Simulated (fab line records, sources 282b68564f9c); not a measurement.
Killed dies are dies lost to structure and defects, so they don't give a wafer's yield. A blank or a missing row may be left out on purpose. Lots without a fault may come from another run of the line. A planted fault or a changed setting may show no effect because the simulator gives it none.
A struck lot beside a sound one | flow rit_cmos | 44 steps out of a route of 202
Sound: wafers L886.1, L886.5, L886.6. Struck: wafers L890.1, L890.5, L890.6. The cause comes at the end.
At each step with rows: each side's tool, then ch and its chambers, then its first start. Under that, the readings that differ: sound wafers | struck wafers | difference of the means | sigmas: that difference in standard deviations of wafers without a fault.
alike: readings whose means differ by less than 2 such deviations, and words and numbers that are the same on both sides. not compared: withheld readings, readings that some wafer has no value for, bounds like >300 that may hide the same value, and numbers for which the record gives no deviation and whose values overlap.
The two part at a step that has a row with sigmas, a row that says differs or no value, or rows on one side only. Numbers that don't overlap but have no deviation are shown without sigmas and don't part them. A reading that every wafer of one side lacks parts them only if that side has two wafers or more.

first, 4 steps without rows for these wafers: RIT_PLDD_SOFTBAKE_02 (time 60 s); RIT_PLDD_EXPOSE_03 (exposes mask M8, target cd 40900 nm); RIT_PLDD_PEB_04; RIT_PLDD_DEVELOP_05 (develop time 50 s).
RIT_PLDD_OVL_MEAS_06:
  sound on overlay-01, day 3 05:40; struck on overlay-02, day 4 01:35
  alike: PLDD_OVL
then, 2 steps without rows for these wafers: RIT_PLDD_HARDBAKE_07 (time 60 s); RIT_PLDD_IMPLANT_08.
RIT_PLDD_STRIP_09: strips in O2, time 180 s.
  sound on plasma_asher-02 ch 0,1, day 3 06:00; struck on plasma_asher-02 ch 0,1, day 4 01:55
  alike: drypump_motor_current_A
  not compared: rf_hours_counter_h
RIT_PLDD_TW_MEAS_10:
  sound on film_metro-04, day 3 06:10; struck on film_metro-04, day 4 02:06
  alike: PLDD_TW
then, 3 steps without rows for these wafers: RIT_SPACER_CLEAN_00 (cleans in SC1, time 600 s); RIT_SPACER_CLEAN_01 (cleans in dHF, time 30 s); RIT_SPACER_CLEAN_02 (cleans in SC2, time 600 s).
RIT_SPACER_CVD_03: deposits Si3N4 from SiH2Cl2/NH3, target thk 250 nm, time 3300 s.
  sound on lpcvd-02 ch 0, day 3 07:03; struck on lpcvd-02 ch 0, day 4 02:32
  reading                                  | sound             | struck            | difference | sigmas
  pressure_mtorr (mTorr)                   | 299.2 299.3 299.8 | 359.0 359.8 360.2 | +60.2      | +99 or more
  model.Si3N4_of_SPACER_CVD_03.thk_nm (nm) | 251.6 247.4 249.1 | 261.2 259.5 260.9 | +11.2      |
  alike: zone_power_load_pct, zone_power_source_pct
RIT_SPACER_THK_MEAS_04:
  sound on film_metro-02, day 3 08:58; struck on film_metro-03, day 4 04:26
  reading                 | sound             | struck            | difference | sigmas
  SPACER_NITRIDE_THK (nm) | 251.5 247.3 249.0 | 261.5 259.4 260.8 | +11.3      | +5
RIT_SPACER_ETCHBACK_05: etches Si3N4 in SF6/CHF3, stops on SiO2, target depth 250 nm, time 240 s.
  sound on rie_diel-02 ch 0,1, day 3 09:02; struck on rie_diel-04 ch 0,1,3, day 4 04:30
  reading                  | sound             | struck            | difference | sigmas
  oes_product_au (a.u.)    | 0.854 0.842 0.822 | 0.879 0.883 0.854 | +0.033     | +3
  throttle_valve_pct (%)   | 10.12 10.11 10.27 | 10.40 10.34 10.46 | +0.23      | +2
  model.etch.depth_nm (nm) | 251.6 247.4 249.1 | 261.2 259.5 260.9 | +11.2      |
  alike: SF6_flow_sccm, drypump_motor_current_A
  not compared: rf_hours_counter_h
then, 6 steps without rows for these wafers: RIT_NSD_HMDS_00 (prime time 60 s); RIT_NSD_COAT_01 (resist thk 1000 nm); RIT_NSD_SOFTBAKE_02 (time 60 s); RIT_NSD_EXPOSE_03 (exposes mask M9, target cd 40700 nm); RIT_NSD_PEB_04; RIT_NSD_DEVELOP_05 (develop time 50 s).
RIT_NSD_OVL_MEAS_06:
  sound on overlay-01, day 3 10:10; struck on overlay-02, day 4 05:31
  reading      | sound       | struck         | difference | sigmas
  NSD_OVL (nm) | 0.8 0.5 1.3 | -3.6 -1.5 -2.8 | -3.5       | -2
then, 2 steps without rows for these wafers: RIT_NSD_HARDBAKE_07 (time 60 s); RIT_NSD_IMPLANT_08.
RIT_NSD_STRIP_09: strips in O2, time 180 s.
  sound on plasma_asher-04 ch 0,1, day 3 10:29; struck on plasma_asher-03 ch 0,1, day 4 05:52
  alike: drypump_motor_current_A
  not compared: rf_hours_counter_h
RIT_NSD_TW_MEAS_10:
  sound on film_metro-01, day 3 10:40; struck on film_metro-04, day 4 06:02
  reading | sound          | struck         | difference | sigmas
  NSD_TW  | 3025 3027 3008 | 3136 3140 3153 | +123       | +2
then, 6 steps without rows for these wafers: RIT_PSD_HMDS_00 (prime time 60 s); RIT_PSD_COAT_01 (resist thk 1000 nm); RIT_PSD_SOFTBAKE_02 (time 60 s); RIT_PSD_EXPOSE_03 (exposes mask M10, target cd 40900 nm); RIT_PSD_PEB_04; RIT_PSD_DEVELOP_05 (develop time 50 s).
RIT_PSD_OVL_MEAS_06:
  sound on overlay-02, day 3 11:42; struck on overlay-02, day 4 07:04
  alike: PSD_OVL
then, 2 steps without rows for these wafers: RIT_PSD_HARDBAKE_07 (time 60 s); RIT_PSD_IMPLANT_08.
RIT_PSD_STRIP_09: strips in O2, time 180 s.
  sound on plasma_asher-02 ch 0,1, day 3 12:02; struck on plasma_asher-03 ch 0,1, day 4 07:25
  alike: drypump_motor_current_A
  not compared: rf_hours_counter_h
RIT_PSD_TW_MEAS_10:
  sound on film_metro-02, day 3 12:13; struck on film_metro-04, day 4 07:35
  alike: PSD_TW
then, 3 steps without rows for these wafers: RIT_SDANNEAL_CLEAN_00 (cleans in SC1, time 600 s); RIT_SDANNEAL_CLEAN_01 (cleans in dHF, time 30 s); RIT_SDANNEAL_CLEAN_02 (cleans in SC2, time 600 s).
RIT_SDANNEAL_RTA_03: time 5 s.
  sound on rtp_anneal-02 ch 0, day 3 12:38; struck on rtp_anneal-02 ch 0, day 4 08:01
  alike: wafer_temp_C_max
RIT_SDANNEAL_RS_MEAS_04: measures by four-point-probe.
  sound on film_metro-01, day 3 12:42; struck on film_metro-01, day 4 08:05
  reading         | sound                | struck               | difference | sigmas
  PSD_RS (ohm/sq) | 115.59 116.28 116.37 | 115.35 115.54 115.43 | -0.64      | -2
RIT_SILICIDE_WET_ETCH_00: etches SiO2 in BOE, target depth 14 nm, time 15 s.
  sound on wet_bench-01 ch 1, day 3 13:11; struck on wet_bench-01 ch 2, day 4 08:34
  reading                                  | sound             | struck            | difference | sigmas
  model.Si3N4_of_SPACER_CVD_03.thk_nm (nm) | 195.7 191.9 193.7 | 204.1 202.6 203.5 | +9.6       |
RIT_M1_PROBE_99:
  sound on prober-01, day 3 20:28; struck on prober-01, day 4 15:37
  reading                                 | sound             | struck            | difference | sigmas
  model.etest.nmos_0p15.r_on_ohm_um       | 1126 1140 1117    | 1068 1064 1064    | -62        |
  model.etest.pplus_sal.width_nm (nm)     | 3430 3434 3439    | 3429 3418 3415    | -14        |
  model.etest.nplus_sal.width_nm (nm)     | 3437 3464 3441    | 3418 3408 3427    | -30        |
  model.etest.nwell_pinched.rs_ohm_sq     | 332.8 337.1 332.1 | 324.6 327.1 328.1 | -7.4       |
  model.etest.nmos_0p15.tox_inv_nm (nm)   | 4.473 4.448 4.48  | 4.521 4.505 4.512 | +0.046     |
  model.etest.diode_nplus_comb.cj_ff_um2  | 2.651 2.68 2.652  | 2.553 2.581 2.552 | -0.099     |
  model.etest.diode_nplus_pwell.cj_ff_um2 | 2.09 2.103 2.095  | 2.025 2.04 2.043  | -0.060     |
  alike: killed_at_contacts, killed_at_front_end, killed_dies, killed_open, killed_short
  not compared: model.etest.pwell_pinched.rs_ohm_sq

WHERE THEY PART
First at RIT_SPACER_CVD_03; last, within this record, at RIT_SDANNEAL_RS_MEAS_04. Later steps at which nothing parts them and some readings are alike: RIT_M1_PROBE_99.

WHY: what the simulator had put in
Process parameter drift: lpcvd-02, from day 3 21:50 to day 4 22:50, at RIT_SPACER_CVD_03. Setting pressure_mtorr, moved by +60, from 300. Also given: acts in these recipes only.
